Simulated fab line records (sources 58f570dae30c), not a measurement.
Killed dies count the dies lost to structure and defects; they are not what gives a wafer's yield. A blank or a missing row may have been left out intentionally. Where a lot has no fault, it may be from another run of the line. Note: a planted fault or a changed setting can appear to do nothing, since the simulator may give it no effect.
Which tool is to blame? | flow berkeley cmos170 | 14 lots with 42 wafers sampled at 6 steps, on a route of 331 steps

WHAT THE GAUGES READ, wafer by wafer
UCB170_SPACER_THK_MEAS_01.
lot  | measured     | on            | SPACER_TEOS_THK (nm)
L446 | day 7 16:37  | film metro-02 | 379 382 385
L444 | day 7 16:48  | film metro-02 | 375 380 380
L448 | day 8 00:35  | film metro-03 | 373 376 378
L450 | day 8 12:53  | film metro-02 | 380 381 387
L452 | day 9 06:44  | film metro-03 | 381 383 381
L453 | day 9 06:55  | film metro-04 | 379 373 382
L455 | day 10 05:15 | film metro-03 | 373 384 383
L456 | day 10 05:14 | film metro-02 | 361 374 373
L454 | day 10 05:52 | film metro-03 | 511 516 526 511 516 526
L459 | day 10 08:20 | film metro-03 | 375 382 379
L462 | day 10 19:15 | film metro-04 | 368 372 373
L460 | day 10 19:41 | film metro-04 | 524 523 527 524 524 527
L466 | day 12 00:26 | film metro-03 | 374 381 380
L465 | day 12 00:35 | film metro-04 | 370 371 372

UCB170_V1_CD_MEAS_12: target cd 700 nm.
lot  | measured     | on        | cd nm (nm)
L446 | day 8 15:46  | cd sem-01 | 700.2 700.1 699.8
L444 | day 8 16:49  | cd sem-02 | 700.0 698.7 701.7
L448 | day 8 21:19  | cd sem-02 | 698.9 698.8 698.5
L450 | day 9 11:51  | cd sem-01 | 699.4 697.6 698.8
L452 | day 10 11:53 | cd sem-02 | 702.7 702.0 701.5
L453 | day 10 13:15 | cd sem-02 | 699.4 699.5 698.8
L455 | day 11 02:13 | cd sem-02 | 699.5 698.2 699.2
L456 | day 11 01:57 | cd sem-01 | 700.3 701.7 702.0
L459 | day 11 09:18 | cd sem-02 | 701.5 701.3 700.4
L462 | day 11 22:23 | cd sem-02 | 701.3 701.0 701.1
L466 | day 12 22:22 | cd sem-02 | 696.1 696.9 696.9
L465 | day 13 01:23 | cd sem-01 | 699.3 698.0 698.9

UCB170_M3_CD_MEAS_90: target cd 700 nm.
lot  | measured     | on        | cd nm (nm)
L446 | day 9 00:25  | cd sem-01 | 701.0 695.4 696.9
L444 | day 9 01:12  | cd sem-02 | 702.3 704.3 702.9
L448 | day 9 07:04  | cd sem-01 | 700.9 700.0 700.8
L450 | day 9 20:31  | cd sem-02 | 697.5 698.2 701.6
L452 | day 10 20:52 | cd sem-02 | 703.8 703.9 702.3
L453 | day 10 22:51 | cd sem-02 | 700.2 699.5 702.4
L455 | day 11 13:53 | cd sem-02 | 702.4 704.6 704.2
L456 | day 11 12:20 | cd sem-02 | 700.0 697.9 698.4
L459 | day 11 17:50 | cd sem-02 | 704.5 701.8 703.5
L462 | day 12 09:08 | cd sem-02 | 700.2 699.6 699.5
L466 | day 13 07:12 | cd sem-01 | 700.9 699.5 699.9
L465 | day 13 13:28 | cd sem-02 | 705.8 701.8 706.7

WHAT TOOL EACH LOT RAN ON (gives the tool, then ch and the chambers of the sampled wafers, and finally the start)
lot  | UCB170_SPACER_CVD_00            | UCB170_SPACER_ETCHBACK_03          | UCB170_M3_STRIP_19
L446 | pecvd-04 ch 0,1, day 7 16:33    | rie diel-04 ch 2,3, day 7 22:59    | plasma asher-02 ch 0,1, day 9 00:19
L444 | pecvd-02 ch 1,2, day 7 16:43    | rie diel-02 ch 1,2,3, day 7 22:59  | plasma asher-01 ch 0,1, day 9 01:05
L448 | pecvd-01 ch 0,1, day 8 00:31    | rie diel-04 ch 0,1,3, day 8 06:13  | plasma asher-03 ch 0,1, day 9 06:58
L450 | pecvd-04 ch 1,2, day 8 12:50    | rie diel-03 ch 0,2, day 8 19:34    | plasma asher-01 ch 1, day 9 20:25
L452 | pecvd-02 ch 0,2, day 9 06:42    | rie diel-02 ch 1,3, day 9 16:18    | plasma asher-03 ch 0,1, day 10 20:46
L453 | pecvd-04 ch 0,1,2, day 9 06:52  | rie diel-04 ch 1,2, day 9 16:18    | plasma asher-03 ch 1, day 10 22:44
L455 | pecvd-02 ch 1,2, day 10 05:11   | rie diel-02 ch 0,2,3, day 10 08:50 | plasma asher-03 ch 0,1, day 11 13:46
L456 | pecvd-04 ch 0,1, day 10 05:11   | rie diel-03 ch 1,3, day 10 08:50   | plasma asher-03 ch 0,1, day 11 12:13
L454 | pecvd-04 ch 0,1,2, day 10 05:49 | rie diel-04 ch 0,2, day 10 14:36   | -
L459 | pecvd-02 ch 0,1, day 10 08:16   | rie diel-04 ch 0,1,2, day 10 14:32 | plasma asher-01 ch 0,1, day 11 17:43
L462 | pecvd-01 ch 0,2, day 10 19:12   | rie diel-02 ch 0,1,2, day 10 22:43 | plasma asher-01 ch 0,1, day 12 08:40
L460 | pecvd-04 ch 1,2, day 10 19:37   | rie diel-04 ch 1,2, day 11 00:23   | -
L466 | pecvd-02 ch 1,2, day 12 00:24   | rie diel-04 ch 1,2,3, day 12 03:55 | plasma asher-02 ch 0,1, day 13 07:06
L465 | pecvd-01 ch 0,1, day 12 00:32   | rie diel-03 ch 2,3, day 12 03:55   | plasma asher-02 ch 0,1, day 13 13:21
- UCB170_SPACER_CVD_00: deposits SiO2 from TEOS/O2, target thk 376 nm, time 47 s.
- UCB170_SPACER_ETCHBACK_03: etches SiO2 in CHF3/CF4/Ar, stops on Si, target depth 376 nm, time 100 s.
- UCB170_M3_STRIP_19: strips in O2.

AS READ BY THE TOOLS THEMSELVES (means over the sampled wafers that have a number; for cases with no such wafer, the mark the record gives instead)
UCB170_SPACER_CVD_00.
lot  | tool     | heater power w (W)
L446 | pecvd-04 | 244
L444 | pecvd-02 | 261
L448 | pecvd-01 | 303
L450 | pecvd-04 | 251
L452 | pecvd-02 | 226
L453 | pecvd-04 | 262
L455 | pecvd-02 | 297
L456 | pecvd-04 | 224
L454 | pecvd-04 | 258
L459 | pecvd-02 | 207
L462 | pecvd-01 | 262
L460 | pecvd-04 | 257
L466 | pecvd-02 | 277
L465 | pecvd-01 | 286

UCB170_SPACER_ETCHBACK_03.
lot  | tool        | drypump motor current A (A) | oes product au (a.u.) | throttle valve pct (%)
L446 | rie diel-04 | 5.85                        | 0.903                 | 6.63
L444 | rie diel-02 | 5.64                        | 0.893                 | 6.36
L448 | rie diel-04 | 5.97                        | 0.893                 | 6.55
L450 | rie diel-03 | 5.64                        | 0.917                 | 6.43
L452 | rie diel-02 | 5.70                        | 0.909                 | 6.29
L453 | rie diel-04 | 6.02                        | 0.899                 | 6.55
L455 | rie diel-02 | 5.71                        | 0.905                 | 6.46
L456 | rie diel-03 | 6.15                        | 0.893                 | 6.47
L454 | rie diel-04 | 5.68                        | 1.003                 | 6.63
L459 | rie diel-04 | 5.94                        | 0.905                 | 6.55
L462 | rie diel-02 | 5.87                        | 0.891                 | 6.46
L460 | rie diel-04 | 6.01                        | 1.007                 | 6.57
L466 | rie diel-04 | 6.02                        | 0.899                 | 6.56
L465 | rie diel-03 | 5.70                        | 0.898                 | 6.41

UCB170_M3_STRIP_19.
lot  | tool            | drypump motor current A (A) | oes product au (a.u.)
L446 | plasma asher-02 | 5.3                         | 0.552
L444 | plasma asher-01 | 5.5                         | 0.544
L448 | plasma asher-03 | 4.8                         | 0.553
L450 | plasma asher-01 | 5.3                         | 0.556
L452 | plasma asher-03 | 4.9                         | 0.541
L453 | plasma asher-03 | 4.9                         | 0.556
L455 | plasma asher-03 | 4.9                         | 0.544
L456 | plasma asher-03 | 5.0                         | 0.552
L459 | plasma asher-01 | 5.7                         | 0.540
L462 | plasma asher-01 | 5.7                         | 0.547
L466 | plasma asher-02 | 5.5                         | 0.550
L465 | plasma asher-02 | 5.5                         | 0.540

THE ANSWER, worked out from the rows above alone
Rule: what is usual is taken from the lots themselves. The widest of any qualifying gaps counts: lots, ordered by their means at a reading, are off when they make up no more than a third of the lots, leave a main group of 4 or more, and stand apart from it by 3 or more times the standard deviation of that group's means. If all means in a main group match to the digits the tables above print for the reading, that group is not used. A lot without any number at a reading at which 4 lots or more have one is off too. Any other lot the step has rows for is counted as sound. The gauges are gone through in route order, then the tools' own readings, and for those a lot's mean is taken as printed above. At the first step where some lot is off, the reading lying furthest off is the one used; lots without a number count as furthest.
Off: L454, L460, at UCB170_SPACER_THK_MEAS_01 (SPACER_TEOS_THK). The main group has a mean of 377 nm with a standard deviation of 4.4.
A tool fits if, at a process step before that reading, it ran every lot that is off, and no sound lot after the first of them. The gauges at UCB170_SPACER_THK_MEAS_01 aren't tried: what is off there is off at UCB170_SPACER_ETCHBACK_03 too, on other tools, and a gauge's error can't cause that. One candidate fits, namely pecvd-04 at UCB170_SPACER_CVD_00. A fault onset in the window from L456 (day 10 05:11, its last sound lot) to L454 (day 10 05:49, its first lot off) fits.

WHAT THE SIMULATOR PUT IN
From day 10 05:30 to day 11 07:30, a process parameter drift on pecvd-04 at UCB170_SPACER_CVD_00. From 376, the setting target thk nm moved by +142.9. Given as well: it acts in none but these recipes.
Struck lots among those shown: L454, L460. The rule above found the same.
